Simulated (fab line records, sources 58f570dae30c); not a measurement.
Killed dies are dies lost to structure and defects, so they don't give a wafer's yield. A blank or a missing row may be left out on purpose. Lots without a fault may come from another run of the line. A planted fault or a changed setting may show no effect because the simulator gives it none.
fab line records | flow berkeley_cmos170
record lots=5 wafers=15 last_day=13
route steps=331 shown PFIELD@83 FIELD@89
lots that met no fault: from a run of the same line without faults
start_h: hours from the record's first day to the start of the lot's first wafer shown | wait_h: hours since the lot's step before | " the same as in the row above | L1.1+2: a row that stands for several wafers | - no value, or no start given | * or withheld: withheld | < > ~ a bound
route shown NAME@n: a module of which the file shows steps, and the number in the route of the first | usual: mean/standard deviation of fault-free wafers | same: alike in all rows | chamber/n: place in a boat | sites: the reading at each site | _std_site: their standard deviation | _edge_site: outer sites' mean less inner sites' | radius_mm: how far each site lies from the wafer's centre | mask NAME#n: copy n | behind: the tool/chamber that last shaped the wafer | hold: why the lot was held/for how many hours/how that ended | device: the transistor (n, p or np) that didn't switch | end of line: the same wafers' tests at the end of the route | a step without rows: its recipe alone | killed: dies lost to structure and defects at the first sort, not the wafer's yield | map: a wafer's dies, x killed, . not, _ none there
set.NAME: the setting as run; set.NAME@STEP: as run at that earlier step | model.NAME: the simulator's own value behind a step, which no gauge read
lots at some steps of the route; a table a step, a row a wafer
services: from which hour (start_h, from the record's first day; less than 0 if before it) a tool's chamber was out of use, for how many hours, and why
## steps
# step UCB170_PFIELD_PEB_04
# recipe peb_temp_c=130 peb_time_s=withheld resist=KrF
# columns lot.wafer tool chamber start_h wait_h
L074.1+5+6 litho_track-03 0 98.96 0.6
L080.1+2+3 litho_track-03 0 136.98 0.5
L082.3+4+5 litho_track-03 0 144.58 0.1
L084.2+3+4 litho_track-04 0 152.77 0.3
L094.3+4+6 litho_track-01 0 197.28 0.1
# step UCB170_PFIELD_DEVELOP_05
# recipe developer=TMAH develop_time_s=45 resist=KrF dev_temp_c=21
# columns lot.wafer tool chamber start_h wait_h
L074.1+5+6 litho_track-03 0 - -
L080.1+2+3 litho_track-03 0 - -
L082.3+4+5 litho_track-03 0 - -
L084.2+3+4 litho_track-04 0 - -
L094.3+4+6 litho_track-01 0 - -
# step UCB170_PFIELD_OVL_MEAS_06
# usual PFIELD_OVL=2/5.1
# columns lot.wafer tool chamber start_h wait_h PFIELD_OVL[nm]
L074.1 overlay-02 - 99.23 - -4
L074.5 " - " " -1
L074.6 " - " " -1
L080.1 overlay-01 - 137.26 - 16
L080.2 " - " " 12
L080.3 " - " " 14
L082.3 overlay-01 - 144.82 - -8
L082.4 " - " " -2
L082.5 " - " " -1
L084.2 overlay-01 - 153.03 - -6
L084.3 " - " " 2
L084.4 " - " " 1
L094.3 overlay-02 - 197.52 - 3
L094.4 " - " " 1
L094.6 " - " " 4
# step UCB170_PFIELD_IMPLANT_07
# recipe species=B dose_cm2=2e+13 energy_kev=80 tilt_deg=7
# columns lot.wafer tool chamber start_h wait_h
L074.1+5+6 implanter-01 0 99.27 0.0
L080.1+2+3 implanter-01 0 137.29 0.0
L082.3+4+5 implanter-01 0 144.89 0.1
L084.2+3+4 implanter-03 0 153.08 0.0
L094.3+4+6 implanter-03 0 197.59 0.1
# step UCB170_PFIELD_STRIP_08
# recipe chemistry=O2 power_w=400 pressure_mtorr=3500 platen_temp_c=withheld o2_flow_sccm=400 overash_fraction=0.5
# usual drypump_motor_current_A=5.7/0.31 oes_product_au=0.734/0.0041 strip_time_to_endpoint_s=21.60/0.058
# columns lot.wafer tool chamber start_h wait_h drypump_motor_current_A oes_product_au rf_hours_counter_h strip_time_to_endpoint_s
L074.1 plasma_asher-04 0 99.42 0.1 5.4 0.743 36 21.59
L074.5 " 0 " " 5.4 0.734 - 21.59
L074.6 " 1 " " 6.0 0.732 - 21.58
L080.1 plasma_asher-01 1 137.44 0.1 5.4 0.731 35 21.52
L080.2 " 0 " " 6.1 0.739 35 21.54
L080.3 " 1 " " 5.4 0.735 - 21.49
L082.3 plasma_asher-02 1 145.03 0.1 5.3 0.742 - 21.56
L082.4 " 0 " " 5.8 0.739 - 21.60
L082.5 " 1 " " 5.3 0.732 - 21.58
L084.2 plasma_asher-02 1 153.21 0.1 5.3 0.731 45 21.64
L084.3 " 1 " " 5.3 0.734 - 21.68
L084.4 " 0 " " 5.8 0.730 - 21.61
L094.3 plasma_asher-02 1 197.72 0.1 5.3 0.740 - 21.65
L094.4 " 0 " " 5.8 0.734 - 21.63
L094.6 " 1 " " 5.3 0.730 - 21.58
# step UCB170_PFIELD_TW_MEAS_09
# usual PFIELD_TW=593/4.1
# columns lot.wafer tool chamber start_h wait_h PFIELD_TW
L074.1 film_metro-03 - 99.52 0.1 590
L074.5 " - " " 596
L074.6 " - " " 591
L080.1 film_metro-01 - 137.54 0.1 591
L080.2 " - " " 593
L080.3 " - " " 592
L082.3 film_metro-04 - 145.11 0.1 605
L082.4 " - " " 603
L082.5 " - " " 604
L084.2 film_metro-03 - 153.32 0.1 594
L084.3 " - " " 591
L084.4 " - " " 596
L094.3 film_metro-03 - 197.81 0.1 592
L094.4 " - " " 591
L094.6 " - " " 593
# step UCB170_FIELD_CLEAN_00
# recipe chemistry=dHF dilution=25:1 time_s=7.5
# columns lot.wafer tool chamber start_h wait_h
L074.1+5+6 wet_bench-01 0 100.01 0.5
L080.1+2+3 wet_bench-01 2 137.60 0.1
L082.3+4+5 wet_bench-03 0 145.15 0.0
L084.2+3+4 wet_bench-01 0 153.37 0.0
L094.3+4+6 wet_bench-03 1 197.85 0.0
# step UCB170_FIELD_OXIDATION_01
# recipe temp_c=1000 ambient=H2O p_h2o_torr=584.62 target_thk_a=5583 ox_time_s=7200
# same ox_time_s=7200
# columns lot.wafer tool chamber start_h wait_h
L074.1+5+6 furnace-02 0 101.97 2.0
L080.1+2+3 furnace-02 0 140.12 2.5
L082.3+4+5 furnace-04 0 149.88 4.7
L084.2+3+4 furnace-04 0 156.83 3.5
L094.3+4+6 furnace-02 0 202.79 4.9
# step UCB170_FIELD_THK_MEAS_02
# recipe reads=SiO2_of_FIELD_OXIDATION_01
# usual FIELD_OXIDE_THK=558/12
# columns lot.wafer tool chamber start_h wait_h FIELD_OXIDE_THK[nm]
L074.1 film_metro-04 - 104.97 0.0 567
L074.5 " - " " 563
L074.6 " - " " 576
L080.1 film_metro-02 - 143.12 0.0 564
L080.2 " - " " 570
L080.3 " - " " 558
L082.3 film_metro-02 - 152.90 0.0 570
L082.4 " - " " 564
L082.5 " - " " 564
L084.2 film_metro-04 - 159.84 0.0 558
L084.3 " - " " 567
L084.4 " - " " 556
L094.3 film_metro-04 - 205.81 0.0 557
L094.4 " - " " 565
L094.6 " - " " 569
# step UCB170_FIELD_ANNEAL_03
# recipe temp_c=1000 time_s=1200 ambient=N2
# columns lot.wafer tool chamber start_h wait_h
L074.1+5+6 furnace-04 0 108.85 3.9
L080.1+2+3 furnace-01 0 148.11 5.0
L082.3+4+5 furnace-01 0 156.27 3.4
L084.2+3+4 furnace-04 0 164.18 4.3
L094.3+4+6 furnace-02 0 210.79 5.0
## services
# columns tool chamber start_h hours kind
furnace-04 - 77.73 2.7 pm
implanter-01 - 78.77 5.9 repair
implanter-03 - 86.89 2.2 repair
plasma_asher-04 - 107.28 16.5 repair
furnace-01 - 110.78 9.8 pm
furnace-01 - 127.38 4.3 pm
implanter-01 - 146.35 2.0 repair
furnace-02 - 175.35 2.7 pm
furnace-01 - 187.79 3.9 pm
implanter-01 - 191.05 4.2 repair
furnace-04 - 202.18 4.3 pm
implanter-01 - 207.83 3.3 repair
## key
fault none
